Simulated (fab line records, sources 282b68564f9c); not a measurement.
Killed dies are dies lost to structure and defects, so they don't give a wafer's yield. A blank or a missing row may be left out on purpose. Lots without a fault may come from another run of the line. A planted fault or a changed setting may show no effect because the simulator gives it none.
A struck lot beside a sound one | flow rit_cmos | 43 steps out of a route of 202
Sound: wafers L398.1, L398.4, L398.6. Struck: wafers L411.2, L411.3, L411.4. The cause comes at the end.
At each step with rows: each side's tool, then ch and its chambers, then its first start. Under that, the readings that differ: sound wafers | struck wafers | difference of the means | sigmas: that difference in standard deviations of wafers without a fault.
alike: readings whose means differ by less than 2 such deviations, and words and numbers that are the same on both sides. not compared: withheld readings, readings that some wafer has no value for, bounds like >300 that may hide the same value, and numbers for which the record gives no deviation and whose values overlap.
The two part at a step that has a row with sigmas, a row that says differs or no value, or rows on one side only. Numbers that don't overlap but have no deviation are shown without sigmas and don't part them. A reading that every wafer of one side lacks parts them only if that side has two wafers or more.

first, 5 steps without rows for these wafers: RIT_PLDD_COAT_01 (resist thk 984.3 nm); RIT_PLDD_SOFTBAKE_02 (time 60 s); RIT_PLDD_EXPOSE_03 (exposes mask M8, target cd 40900 nm); RIT_PLDD_PEB_04; RIT_PLDD_DEVELOP_05 (develop time 50 s).
RIT_PLDD_OVL_MEAS_06:
  sound on overlay-01, day 3 10:55; struck on overlay-01, day 6 04:20
  alike: PLDD_OVL
then, 2 steps without rows for these wafers: RIT_PLDD_HARDBAKE_07 (time 60 s); RIT_PLDD_IMPLANT_08.
RIT_PLDD_STRIP_09: strips in O2, time 180 s.
  sound on plasma_asher-01 ch 0, day 3 11:15; struck on plasma_asher-01 ch 0,1, day 6 04:40
  reading                     | sound       | struck      | difference | sigmas
  drypump_motor_current_A (A) | 6.6 6.6 6.6 | 5.0 5.0 6.6 | -1.1       | -2
  not compared: rf_hours_counter_h
RIT_PLDD_TW_MEAS_10:
  sound on film_metro-01, day 3 11:26; struck on film_metro-01, day 6 04:52
  alike: PLDD_TW
then, 2 steps without rows for these wafers: RIT_SPACER_CLEAN_00 (cleans in SC1, time 600 s); RIT_SPACER_CLEAN_01 (cleans in dHF, time 30 s).
RIT_SPACER_CLEAN_02: cleans in SC2, time 600 s.
  sound on wet_bench-01 ch 0, day 3 11:41; struck on wet_bench-04 ch 3, day 6 05:06
then, 1 step without rows for these wafers: RIT_SPACER_CVD_03 (deposits Si3N4 from SiH2Cl2/NH3, target thk 250 nm, time 3300 s).
RIT_SPACER_THK_MEAS_04:
  sound on film_metro-01, day 3 13:46; struck on film_metro-03, day 6 08:10
  alike: SPACER_NITRIDE_THK
RIT_SPACER_ETCHBACK_05: etches Si3N4 in SF6/CHF3, stops on SiO2, target depth 250 nm, time 240 s.
  sound on rie_diel-02 ch 1,3, day 3 13:50; struck on rie_diel-02 ch 2,3, day 6 08:13
  alike: drypump_motor_current_A, oes_product_au, throttle_valve_pct
  not compared: rf_hours_counter_h
then, 6 steps without rows for these wafers: RIT_NSD_HMDS_00 (prime time 60 s); RIT_NSD_COAT_01 (resist thk 1000 nm); RIT_NSD_SOFTBAKE_02 (time 60 s); RIT_NSD_EXPOSE_03 (exposes mask M9, target cd 40700 nm); RIT_NSD_PEB_04; RIT_NSD_DEVELOP_05 (develop time 50 s).
RIT_NSD_OVL_MEAS_06:
  sound on overlay-02, day 3 14:58; struck on overlay-02, day 6 09:20
  alike: NSD_OVL
then, 2 steps without rows for these wafers: RIT_NSD_HARDBAKE_07 (time 60 s); RIT_NSD_IMPLANT_08.
RIT_NSD_STRIP_09: strips in O2, time 180 s.
  sound on plasma_asher-02 ch 1, day 3 15:17; struck on plasma_asher-02 ch 0,1, day 6 09:40
  alike: drypump_motor_current_A
  not compared: rf_hours_counter_h
RIT_NSD_TW_MEAS_10:
  sound on film_metro-04, day 3 15:28; struck on film_metro-04, day 6 09:51
  alike: NSD_TW
then, 6 steps without rows for these wafers: RIT_PSD_HMDS_00 (prime time 60 s); RIT_PSD_COAT_01 (resist thk 1000 nm); RIT_PSD_SOFTBAKE_02 (time 60 s); RIT_PSD_EXPOSE_03 (exposes mask M10, target cd 40900 nm); RIT_PSD_PEB_04; RIT_PSD_DEVELOP_05 (develop time 50 s).
RIT_PSD_OVL_MEAS_06:
  sound on overlay-02, day 3 16:23; struck on overlay-01, day 6 10:53
  alike: PSD_OVL
then, 2 steps without rows for these wafers: RIT_PSD_HARDBAKE_07 (time 60 s); RIT_PSD_IMPLANT_08.
RIT_PSD_STRIP_09: strips in O2, time 180 s.
  sound on plasma_asher-01 ch 0,1, day 3 16:43; struck on plasma_asher-02 ch 0,1, day 6 11:13
  alike: drypump_motor_current_A
  not compared: rf_hours_counter_h
RIT_PSD_TW_MEAS_10:
  sound on film_metro-02, day 3 16:53; struck on film_metro-01, day 6 11:24
  alike: PSD_TW
then, 3 steps without rows for these wafers: RIT_SDANNEAL_CLEAN_00 (cleans in SC1, time 600 s); RIT_SDANNEAL_CLEAN_01 (cleans in dHF, time 30 s); RIT_SDANNEAL_CLEAN_02 (cleans in SC2, time 600 s).
RIT_SDANNEAL_RTA_03: time 5 s.
  sound on rtp_anneal-01 ch 0, day 3 17:20; struck on rtp_anneal-02 ch 0, day 6 11:50
  alike: ramp_down_c_per_s, wafer_temp_C_max
RIT_M1_PROBE_99:
  sound on prober-02, day 4 01:07; struck on prober-01, day 6 19:12
  reading             | sound  | struck   | difference | sigmas
  killed_at_front_end | 8 12 8 | 27 23 25 | +16        | +5
  killed_dies         | 8 13 8 | 27 23 25 | +15        | +5
  killed_on_rim       | 5 5 2  | 10 8 9   | +5         | +4
  killed_open         | 5 8 8  | 1 2 1    | -6         | -3
  alike: killed_at_contacts, killed_short

WHERE THEY PART
First at RIT_PLDD_STRIP_09; last, within this record, at RIT_M1_PROBE_99.

WHY: what the simulator had put in
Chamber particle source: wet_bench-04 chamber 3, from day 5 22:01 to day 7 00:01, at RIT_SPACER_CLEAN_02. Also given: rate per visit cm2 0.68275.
